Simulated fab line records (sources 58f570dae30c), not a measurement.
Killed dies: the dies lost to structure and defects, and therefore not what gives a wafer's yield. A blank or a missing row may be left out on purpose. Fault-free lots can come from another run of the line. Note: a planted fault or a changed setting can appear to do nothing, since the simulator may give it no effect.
Which tool did it? + flow berkeley_cmos170 + 7 lots, 21 wafers sampled, at 2 steps of a route of 331

== WHAT THE GAUGES READ, wafer by wafer ==
UCB170_M2_OVL_MEAS_16.
| lot  | measured     | on         | M2_OVL (nm) |
|------|--------------|------------|-------------|
| L912 | day 8 11:50  | overlay-01 | -2 -5 3     |
| L914 | day 8 21:35  | overlay-01 | -3 -9 -1    |
| L921 | day 9 20:50  | overlay-01 | 0 5 1       |
| L922 | day 10 09:52 | overlay-02 | 0 -1 7      |
| L926 | day 11 02:45 | overlay-02 | -6 4 1      |
| L930 | day 12 03:52 | overlay-02 | 0 -2 -7     |
| L929 | day 12 14:07 | overlay-01 | 118 125 128 |

== EACH LOT AND THE TOOL THAT RAN IT (in order: tool; ch and the chambers of the sampled wafers; start) ==
| lot  | UCB170_M2_EXPOSE_12               |
|------|-----------------------------------|
| L912 | krf_scanner-01 ch 0, day 8 11:19  |
| L914 | krf_scanner-02 ch 0, day 8 20:37  |
| L921 | krf_scanner-01 ch 0, day 9 20:20  |
| L922 | krf_scanner-01 ch 0, day 10 09:22 |
| L926 | krf_scanner-02 ch 0, day 11 02:02 |
| L930 | krf_scanner-02 ch 0, day 12 02:58 |
| L929 | krf_scanner-01 ch 0, day 12 13:38 |
- UCB170_M2_EXPOSE_12: exposes mask METAL2, target cd 700 nm.

== THE ANSWER, worked out from the rows above alone ==
Rule: usual is defined by the lots themselves. The widest of any qualifying gaps counts: lots, ordered by their means at a reading, are off when they make up no more than a third of the lots, leave a main group of 4 or more, and stand apart from it by 3 or more times the standard deviation of that group's means. A main group is skipped when, at the precision printed for the reading in the tables above, its means are all equal. Also off: a lot with no number at a reading for which 4 or more lots have one. The other lots that the step has rows for count as sound.
Off: L929, at UCB170_M2_OVL_MEAS_16 (M2_OVL). For the main group the mean is -1 nm and the standard deviation 2.4.
A tool fits if, at a process step before that reading, it ran every lot that is off, and no sound lot after the first of them. Those tools and the gauges at UCB170_M2_OVL_MEAS_16 are tried in the same way. Undecided on this evidence; 2 tools fit (krf_scanner-01 at UCB170_M2_EXPOSE_12, overlay-01 at UCB170_M2_OVL_MEAS_16).

== WHAT THE SIMULATOR HAD PUT IN ==
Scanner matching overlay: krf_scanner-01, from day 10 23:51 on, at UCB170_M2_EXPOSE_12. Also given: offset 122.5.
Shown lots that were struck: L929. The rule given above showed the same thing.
